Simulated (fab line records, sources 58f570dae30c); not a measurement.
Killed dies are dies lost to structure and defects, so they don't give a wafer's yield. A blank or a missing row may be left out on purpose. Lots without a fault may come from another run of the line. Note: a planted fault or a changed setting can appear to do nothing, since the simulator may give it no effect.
Which tool is to blame?    flow berkeleyCmos170    6 lots with 18 wafers sampled at 3 steps, on a route of 331 steps

WHAT THE GAUGES SHOWED, per wafer
UCB170_SILICIDE_RS_MEAS_02: measures by four-point-probe.
lot   measured      on            SILICIDE_TI_RS (ohm/sq)
L618  day 8 06:08   filmMetro-02  25.7 26.2 26.1
L617  day 8 06:52   filmMetro-01  26.1 26.2 26.2
L620  day 9 16:02   filmMetro-01  26.0 25.7 26.0
L627  day 10 21:50  filmMetro-02  37.9 26.1 25.9
L630  day 11 13:56  filmMetro-04  26.0 26.2 26.2
L631  day 12 03:14  filmMetro-01  25.9 26.0 26.4

WHAT TOOL EACH LOT RAN ON (gives the tool, then ch and the chambers of the sampled wafers, and finally the start)
lot   UCB170_GATE_ETCH_15              UCB170_SILICIDE_SPUTTER_01
L618  rieSi-01 ch 0,1,3, day 7 11:21   pvdSputter-02, day 8 06:05
L617  rieSi-02 ch 2,3, day 7 12:07     pvdSputter-02, day 8 06:49
L620  rieSi-02 ch 0,1, day 8 22:49     pvdSputter-03, day 9 15:58
L627  rieSi-02 ch 0,2,3, day 10 05:41  pvdSputter-01, day 10 21:45
L630  rieSi-02 ch 0,1,3, day 10 19:10  pvdSputter-02, day 11 13:54
L631  rieSi-01 ch 1,2, day 11 08:02    pvdSputter-03, day 12 03:13
- UCB170_GATE_ETCH_15: etches poly-Si in HBr/Cl2, stops on SiO2, time 56.3 s, target depth 278.2 nm.
- UCB170_SILICIDE_SPUTTER_01: material Ti, target thk 30 nm, time 25 s.

THE ANSWER, worked out from the rows above alone
Rule: usual is defined by the lots themselves. Put in order of their means at a reading, lots are off if they are a third of the lots or fewer, leave a main group of 4 or more, and stand apart from it by a gap of 3 or more times the standard deviation of the main group's means; of several such gaps the widest counts. Not used: any main group whose means are identical at the precision the tables above print for the reading. A lot without any number at a reading at which 4 lots or more have one is off too. The other lots that the step has rows for count as sound.
Off: L627, at UCB170_SILICIDE_RS_MEAS_02 (SILICIDE_TI_RS). The main group: mean 26.1 ohm/sq, standard deviation 0.098.
A tool fits if, at a process step before that reading, it ran every lot that is off, and no sound lot after the first of them. The gauges at UCB170_SILICIDE_RS_MEAS_02 are tried like those tools. Can't be told from this: 2 tools fit, pvdSputter-01 at UCB170_SILICIDE_SPUTTER_01, filmMetro-02 at UCB170_SILICIDE_RS_MEAS_02.

WHAT THE SIMULATOR PUT IN
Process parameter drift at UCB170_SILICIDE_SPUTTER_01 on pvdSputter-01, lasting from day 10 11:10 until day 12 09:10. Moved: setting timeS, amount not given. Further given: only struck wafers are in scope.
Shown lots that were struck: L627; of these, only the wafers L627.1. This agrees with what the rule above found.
